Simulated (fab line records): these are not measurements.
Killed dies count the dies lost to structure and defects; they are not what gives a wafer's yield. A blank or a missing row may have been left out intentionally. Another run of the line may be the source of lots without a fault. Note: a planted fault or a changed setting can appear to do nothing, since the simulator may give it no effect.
fab line records / flow rit_cmos
record: lots: 14 wafers: 42 last_day: 7
route steps=202 shown PWELL@44
lots that met no fault: taken from a fault-free run of the same line
start_h: start of the lot's first displayed wafer, in hours after the record's first day / wait_h: hours from the lot's prior step to this one / " repeats the value in the row above / L1.1+2: a row that stands for several wafers / - no value, or no start was given / * or withheld: withheld / < > ~ a bound
route shown NAME@n: names a module that has steps shown in the file, with the first one's number in the route / usual: mean/standard deviation taken from wafers without a fault / same: alike in all rows / chamber/n: place in a boat / sites: the reading at each site / _std_site: standard deviation across them / _edge_site: outer sites' mean less inner sites' / radius_mm: how far each site lies from the wafer's centre / mask NAME#n: copy n / behind: the tool/chamber that last shaped the wafer / hold: reason for holding the lot/hours on hold/outcome of the hold / device: the transistor (n, p or np) that didn't switch / end of line: the tests these same wafers got at the end of their route / a step given without rows: its recipe and nothing more / killed: dies that structure and defects cost at the first sort, which is not the same as the wafer's yield / map: the dies of a wafer, with x for killed, . for not killed, _ for no die there
set.NAME: the run value of the setting; set.NAME@STEP: its run value at that earlier step / model.NAME: the simulator's own value behind a step, which no gauge read
one table for each step of the route and one row for each wafer, over a sample of lots
== steps ==
step: RIT_PWELL_DEVELOP_05
recipe: resist: NOVOLAK develop_time_s: 68 dev_temp_c: 23
usual: chill_plate_temp_C: 22.98/0.11 develop_time_s: 68/0
lot.wafer=L758.1 tool=litho_track-02 chamber=0 start_h=23 wait_h=- chill_plate_temp_C=22.93 develop_time_s=68
lot.wafer=L758.5 tool=litho_track-02 chamber=0 start_h=23 wait_h=- chill_plate_temp_C=23.09 develop_time_s=68
lot.wafer=L758.6 tool=litho_track-02 chamber=0 start_h=23 wait_h=- chill_plate_temp_C=23.05 develop_time_s=68
lot.wafer=L759.1 tool=litho_track-01 chamber=0 start_h=30 wait_h=- chill_plate_temp_C=22.95 develop_time_s=68
lot.wafer=L759.2 tool=litho_track-01 chamber=0 start_h=30 wait_h=- chill_plate_temp_C=22.95 develop_time_s=68
lot.wafer=L759.6 tool=litho_track-01 chamber=0 start_h=30 wait_h=- chill_plate_temp_C=22.99 develop_time_s=68
lot.wafer=L761.1 tool=litho_track-04 chamber=0 start_h=37 wait_h=- chill_plate_temp_C=22.96 develop_time_s=68
lot.wafer=L761.3 tool=litho_track-04 chamber=0 start_h=37 wait_h=- chill_plate_temp_C=22.91 develop_time_s=68
lot.wafer=L761.6 tool=litho_track-04 chamber=0 start_h=37 wait_h=- chill_plate_temp_C=23.22 develop_time_s=68
lot.wafer=L762.2 tool=litho_track-04 chamber=0 start_h=42 wait_h=- chill_plate_temp_C=23.21 develop_time_s=68
lot.wafer=L762.4 tool=litho_track-04 chamber=0 start_h=42 wait_h=- chill_plate_temp_C=23.22 develop_time_s=68
lot.wafer=L762.6 tool=litho_track-04 chamber=0 start_h=42 wait_h=- chill_plate_temp_C=22.83 develop_time_s=68
lot.wafer=L763.1 tool=litho_track-02 chamber=0 start_h=49 wait_h=- chill_plate_temp_C=22.96 develop_time_s=68
lot.wafer=L763.3 tool=litho_track-02 chamber=0 start_h=49 wait_h=- chill_plate_temp_C=22.87 develop_time_s=68
lot.wafer=L763.6 tool=litho_track-02 chamber=0 start_h=49 wait_h=- chill_plate_temp_C=22.88 develop_time_s=68
lot.wafer=L765.1 tool=litho_track-04 chamber=0 start_h=59 wait_h=- chill_plate_temp_C=22.95 develop_time_s=68
lot.wafer=L765.4 tool=litho_track-04 chamber=0 start_h=59 wait_h=- chill_plate_temp_C=22.94 develop_time_s=68
lot.wafer=L765.6 tool=litho_track-04 chamber=0 start_h=59 wait_h=- chill_plate_temp_C=23.00 develop_time_s=68
lot.wafer=L767.1 tool=litho_track-02 chamber=0 start_h=70 wait_h=- chill_plate_temp_C=22.91 develop_time_s=68
lot.wafer=L767.2 tool=litho_track-02 chamber=0 start_h=70 wait_h=- chill_plate_temp_C=22.85 develop_time_s=68
lot.wafer=L767.3 tool=litho_track-02 chamber=0 start_h=70 wait_h=- chill_plate_temp_C=22.73 develop_time_s=68
lot.wafer=L768.1 tool=litho_track-01 chamber=0 start_h=72 wait_h=- chill_plate_temp_C=23.14 develop_time_s=68
lot.wafer=L768.5 tool=litho_track-01 chamber=0 start_h=72 wait_h=- chill_plate_temp_C=23.05 develop_time_s=68
lot.wafer=L768.6 tool=litho_track-01 chamber=0 start_h=72 wait_h=- chill_plate_temp_C=23.14 develop_time_s=68
lot.wafer=L770.1 tool=litho_track-02 chamber=0 start_h=83 wait_h=- chill_plate_temp_C=22.96 develop_time_s=68
lot.wafer=L770.2 tool=litho_track-02 chamber=0 start_h=83 wait_h=- chill_plate_temp_C=22.92 develop_time_s=68
lot.wafer=L770.4 tool=litho_track-02 chamber=0 start_h=83 wait_h=- chill_plate_temp_C=23.30 develop_time_s=68
lot.wafer=L772.2 tool=litho_track-02 chamber=0 start_h=93 wait_h=- chill_plate_temp_C=22.85 develop_time_s=68
lot.wafer=L772.3 tool=litho_track-02 chamber=0 start_h=93 wait_h=- chill_plate_temp_C=22.96 develop_time_s=68
lot.wafer=L772.5 tool=litho_track-02 chamber=0 start_h=93 wait_h=- chill_plate_temp_C=22.95 develop_time_s=68
lot.wafer=L775.2 tool=litho_track-01 chamber=- start_h=108 wait_h=- chill_plate_temp_C=- develop_time_s=-
lot.wafer=L775.5 tool=litho_track-01 chamber=- start_h=108 wait_h=- chill_plate_temp_C=- develop_time_s=-
lot.wafer=L775.6 tool=litho_track-01 chamber=- start_h=108 wait_h=- chill_plate_temp_C=- develop_time_s=-
lot.wafer=L776.3 tool=litho_track-01 chamber=- start_h=113 wait_h=- chill_plate_temp_C=- develop_time_s=-
lot.wafer=L776.5 tool=litho_track-01 chamber=- start_h=113 wait_h=- chill_plate_temp_C=- develop_time_s=-
lot.wafer=L776.6 tool=litho_track-01 chamber=- start_h=113 wait_h=- chill_plate_temp_C=- develop_time_s=-
lot.wafer=L777.1 tool=litho_track-02 chamber=0 start_h=119 wait_h=- chill_plate_temp_C=22.96 develop_time_s=68
lot.wafer=L777.2 tool=litho_track-02 chamber=0 start_h=119 wait_h=- chill_plate_temp_C=22.97 develop_time_s=68
lot.wafer=L777.4 tool=litho_track-02 chamber=0 start_h=119 wait_h=- chill_plate_temp_C=22.98 develop_time_s=68
lot.wafer=L781.2 tool=litho_track-02 chamber=0 start_h=140 wait_h=- chill_plate_temp_C=23.06 develop_time_s=68
lot.wafer=L781.3 tool=litho_track-02 chamber=0 start_h=140 wait_h=- chill_plate_temp_C=22.78 develop_time_s=68
lot.wafer=L781.6 tool=litho_track-02 chamber=0 start_h=140 wait_h=- chill_plate_temp_C=23.01 develop_time_s=68
== key ==
first_sign: step: RIT_PWELL_DEVELOP_05 reading: tool_record direction: missing
effect none on later readings
met_at RIT_PWELL_DEVELOP_05
struck_lots L775,L776
sort_left_out L775.2,L775.5,L775.6,L776.3,L776.5,L776.6
tester_left_out L775,L776
onset_between 72 108
fault: kind: skipped_step_whole tool: litho_track-01 chamber: - onset_h: 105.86 steps: RIT_PWELL_DEVELOP_05 scope: struck_lots_only
tester_left_out: of these lots the tester's yield and bins aren't shown, on N5 and GAA mostly nor the transistor test; their killed dies are dies lost to structure and defects alone, not to doping, threshold or leakage, so they don't give the yield
sort_left_out: the simulated sort isn't trusted on such a fault, so these wafers' sort isn't shown, and their yield isn't known
